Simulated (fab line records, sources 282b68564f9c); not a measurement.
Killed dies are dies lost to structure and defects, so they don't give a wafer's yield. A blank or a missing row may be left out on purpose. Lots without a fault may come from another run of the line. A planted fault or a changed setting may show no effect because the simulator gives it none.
Which tool did it? | flow rit_cmos | 15 lots, 45 wafers sampled, at 4 steps of a route of 202

WHAT THE GAUGES READ, wafer by wafer
RIT_FOX2_THK_MEAS_01.
lot  | measured    | on            | FOX2_OXIDE_THK (nm)
L808 | day 2 01:41 | film_metro-01 | 356 356 355
L809 | day 2 04:31 | film_metro-01 | 351 348 352
L810 | day 2 09:27 | film_metro-02 | 340 339 338
L811 | day 2 14:26 | film_metro-02 | 356 358 354
L813 | day 3 01:28 | film_metro-02 | 337 344 341
L814 | day 3 06:26 | film_metro-03 | 339 350 345
L815 | day 3 10:57 | film_metro-03 | 346 351 348
L817 | day 3 21:25 | film_metro-03 | 340 347 345
L819 | day 4 06:19 | film_metro-02 | 353 345 351
L820 | day 4 11:28 | film_metro-01 | 376 374 377 376 374 377
L821 | day 4 16:50 | film_metro-02 | 342 340 340
L822 | day 4 21:49 | film_metro-03 | 379 379 376 379 379 375
L823 | day 5 02:27 | film_metro-03 | 370 365 361
L829 | day 6 11:02 | film_metro-01 | 346 344 339
L830 | day 6 15:35 | film_metro-01 | 347 346 347

RIT_FOX2_THK_MEAS_90.
lot  | measured    | on            | FIELD_OXIDE_LEFT_1_THK (nm)
L808 | day 2 02:34 | film_metro-01 | 329 328 328
L809 | day 2 05:24 | film_metro-03 | 323 321 325
L810 | day 2 10:20 | film_metro-01 | 313 311 310
L811 | day 2 15:19 | film_metro-03 | 328 331 327
L813 | day 3 02:20 | film_metro-03 | 309 316 314
L814 | day 3 07:19 | film_metro-02 | 312 323 318
L815 | day 3 11:50 | film_metro-03 | 318 324 320
L817 | day 3 22:22 | film_metro-03 | 313 320 318
L819 | day 4 07:12 | film_metro-01 | 325 319 324
L820 | day 4 16:27 | film_metro-03 | 349 347 350 349 347 350
L821 | day 4 17:43 | film_metro-03 | 316 314 313
L822 | day 5 02:35 | film_metro-01 | 352 351 349 352 351 349
L823 | day 5 03:24 | film_metro-03 | 342 337 334
L829 | day 6 11:55 | film_metro-01 | 319 316 311
L830 | day 6 16:28 | film_metro-03 | 320 318 319

RIT_FOX2_THK_MEAS_91.
lot  | measured    | on            | FIELD_OXIDE_LEFT_2_THK (nm)
L808 | day 2 15:00 | film_metro-03 | 262 260 261
L809 | day 2 18:22 | film_metro-01 | 254 252 256
L810 | day 2 22:50 | film_metro-01 | 244 242 241
L811 | day 3 03:47 | film_metro-03 | 261 264 260
L813 | day 3 14:41 | film_metro-01 | 242 249 246
L814 | day 3 19:36 | film_metro-02 | 245 256 250
L815 | day 4 00:20 | film_metro-01 | 250 255 252
L817 | day 4 11:06 | film_metro-03 | 245 252 250
L819 | day 4 19:28 | film_metro-01 | 257 250 256
L820 | day 5 13:37 | film_metro-02 | 281 279 282 281 279 282
L821 | day 5 06:16 | film_metro-03 | 248 246 246
L822 | day 6 11:50 | film_metro-02 | 282 283 279 282 283 279
L823 | day 5 17:13 | film_metro-02 | 275 269 266
L829 | day 7 00:49 | film_metro-03 | 251 249 244
L830 | day 7 04:50 | film_metro-03 | 252 251 252

WHICH TOOL RAN EACH LOT (tool, then ch and the chambers of the sampled wafers, then the start)
lot  | RIT_FOX2_OXIDATION_00
L808 | furnace-03 ch 0, day 2 00:23
L809 | furnace-03 ch 0, day 2 03:13
L810 | furnace-01 ch 0, day 2 08:08
L811 | furnace-01 ch 0, day 2 13:07
L813 | furnace-03 ch 0, day 3 00:09
L814 | furnace-03 ch 0, day 3 05:08
L815 | furnace-03 ch 0, day 3 09:38
L817 | furnace-03 ch 0, day 3 20:07
L819 | furnace-01 ch 0, day 4 05:00
L820 | furnace-03 ch 0, day 4 10:08
L821 | furnace-02 ch 0, day 4 15:31
L822 | furnace-03 ch 0, day 4 20:30
L823 | furnace-03 ch 0, day 5 01:08
L829 | furnace-01 ch 0, day 6 09:42
L830 | furnace-01 ch 0, day 6 14:16
- RIT_FOX2_OXIDATION_00: target thk 350.7 nm, ox time 1130 s.

WHAT THE TOOLS THEMSELVES READ (means of the sampled wafers that have a number; where no wafer has one, the mark that the record gives instead)
RIT_FOX2_OXIDATION_00.
lot  | tool       | spike_tc_centre_C (C) | spike_tc_load_C (C) | spike_tc_source_C (C) | tube_center_temp_C (C) | tube_center_temp_C_max
L808 | furnace-03 | 1102.2                | 1128.1              | 1122.7                | 1100                   | 1102.8
L809 | furnace-03 | 1102.9                | 1129.4              | 1120.6                | 1100                   | 1102.8
L810 | furnace-01 | 1104.6                | 1123.5              | 1122.8                | 1100                   | 1102.5
L811 | furnace-01 | 1105.1                | 1124.0              | 1122.0                | 1100                   | 1102.8
L813 | furnace-03 | 1101.8                | 1128.2              | 1121.5                | 1100                   | 1103.0
L814 | furnace-03 | 1102.4                | 1128.4              | 1121.9                | 1100                   | 1103.0
L815 | furnace-03 | 1102.5                | 1129.0              | 1121.6                | 1100                   | 1102.7
L817 | furnace-03 | 1102.8                | 1128.6              | 1121.2                | 1100                   | 1102.7
L819 | furnace-01 | 1103.8                | 1124.6              | 1122.8                | 1100                   | 1102.8
L820 | furnace-03 | 1117.7                | 1144.6              | 1136.5                | 1115                   | 1117.5
L821 | furnace-02 | 1101.8                | 1126.3              | 1127.0                | 1100                   | 1103.0
L822 | furnace-03 | 1117.7                | 1143.5              | 1137.3                | 1115                   | 1117.8
L823 | furnace-03 | 1118.1                | 1144.0              | 1137.3                | 1115                   | 1117.9
L829 | furnace-01 | 1104.1                | 1125.5              | 1123.4                | 1100                   | 1102.9
L830 | furnace-01 | 1104.2                | 1125.1              | 1123.9                | 1100                   | 1102.9

THE ANSWER, worked out from the rows above alone
Rule: what is usual is taken from the lots themselves. Put in order of their means at a reading, lots are off if they are a third of the lots or fewer, leave a main group of 4 or more, and stand apart from it by a gap of 3 or more times the standard deviation of the main group's means; of several such gaps the widest counts. A main group whose means are all the same, to the digits that the tables above print for the reading, isn't used. A lot without any number at a reading at which 4 lots or more have one is off too. The other lots that the step has rows for count as sound. The gauges are gone through in route order, then the tools' own readings, and for those a lot's mean is taken as printed above. The first step at which some lot is off is used, and at that step the reading that is off furthest; a lot without a number counts as furthest.
Off: L820, L822, L823, at RIT_FOX2_OXIDATION_00 (tube_center_temp_C_max). The main group: mean 1102.8, standard deviation 0.14.
A tool fits if, at that step or a process step before it, it ran every lot that is off, and no sound lot after the first of them. One fits: furnace-03 at RIT_FOX2_OXIDATION_00. Its last sound lot is L817 (day 3 20:07), its first lot that is off L820 (day 4 10:08): a fault that began between those two fits.
The tool's own readings at RIT_FOX2_OXIDATION_00 bear it out: on the lots that are off they differ by more than 5 times the standard deviation of the sound lots' means. spike_tc_centre_C reads 1117.8 C there against 1103.2 C on the sound lots; spike_tc_load_C reads 1144.0 C there against 1126.7 C on the sound lots; spike_tc_source_C reads 1137.0 C there against 1122.6 C on the sound lots; tube_center_temp_C reads 1115 C there against 1100 C on the sound lots; tube_center_temp_C_max reads 1117.7 there against 1102.8 on the sound lots.

WHAT THE SIMULATOR HAD PUT IN
Process parameter drift: furnace-03, from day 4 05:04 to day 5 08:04, at RIT_FOX2_OXIDATION_00. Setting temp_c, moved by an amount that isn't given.
Lots struck among those shown: L820, L822, L823. The rule above found the same.
